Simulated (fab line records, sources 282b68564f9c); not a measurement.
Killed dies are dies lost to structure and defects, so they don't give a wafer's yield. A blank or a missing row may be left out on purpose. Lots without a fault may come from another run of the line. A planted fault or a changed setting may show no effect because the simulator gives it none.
One fault seen from 2 desks | flow rit_cmos | each desk has only its own numbers; what lay behind them comes last

THE METROLOGY DESK
What the gauges read, lot by lot, whatever tool the lot ran on: means of the sampled wafers that have a number. A lot is out of limits, marked OUT, if its mean lies more than 4 standard deviations from the usual mean; the brackets give that distance. Of its 10 readings 7 are shown: those that lie furthest out on some lot.
Columns: A = GATE_OXIDE_THK at RIT_GATE_THK_MEAS_07, usual 3.02 nm; B = GATE_POLY_THK at RIT_GATE_THK_MEAS_09, usual 250.6 nm; C = cd_nm at RIT_GATE_CD_MEAS_16, usual 149.6 nm; D = cd_nm at RIT_GATE_CD_MEAS_90, usual 149.6 nm; E = NLDD_OVL at RIT_NLDD_OVL_MEAS_06, usual -0.3 nm; F = NLDD_TW at RIT_NLDD_TW_MEAS_10, usual 2491; G = PLDD_TW at RIT_PLDD_TW_MEAS_10, usual 2348
lot  | first seen here | A    | B     | C     | D     | E    | F    | G
L807 | day 3 04:50     | 3.00 | 246.0 | 148.7 | 148.5 | 0.3  | 2494 | 2333
L812 | day 4 06:57     | 3.10 | 248.4 | 146.9 | 147.0 | 0.5  | 2470 | 2362
L815 | day 4 17:47     | 3.07 | 251.6 | 148.1 | 148.3 | -0.7 | 2483 | 2344
L820 | day 5 19:54     | 3.06 | 252.9 | 149.8 | 149.8 | -3.7 | 2498 | 2338
L827 | day 7 09:20     | 3.02 | 249.5 | 150.3 | 150.0 | -1.1 | 2508 | 2361
This desk's finding: nothing out of limits on any of the 5 lots.

THE TOOL OWNER'S DESK: rie_si-02
The tool's own readings at RIT_GATE_ETCH_19 (etches poly-Si in SF6/CHF3/O2, stops on SiO2, time 165 s, target depth 312.5 nm): means of the sampled wafers that have a number, for each lot that ran on this tool. A lot is out of limits, marked OUT, if its mean lies more than 4 standard deviations from the usual mean; the brackets give that distance.
Columns: A = drypump_motor_current_A at RIT_GATE_ETCH_19, usual 5.5 A; B = oes_product_au at RIT_GATE_ETCH_19, usual 0.850 a.u.; C = throttle_valve_pct at RIT_GATE_ETCH_19, usual 10.22 %
lot  | first seen here | A   | B     | C
L807 | day 3 08:32     | 5.6 | 0.839 | 10.25
L815 | day 4 23:37     | 5.6 | 0.837 | 10.25
L827 | day 7 12:14     | 5.8 | 0.828 | 10.21
This desk's finding: nothing out of limits on any of the 3 lots.

PUT TOGETHER
The metrology desk saw nothing out of limits.
The tool owner's desk saw nothing out of limits.

WHAT THE SIMULATOR HAD PUT IN
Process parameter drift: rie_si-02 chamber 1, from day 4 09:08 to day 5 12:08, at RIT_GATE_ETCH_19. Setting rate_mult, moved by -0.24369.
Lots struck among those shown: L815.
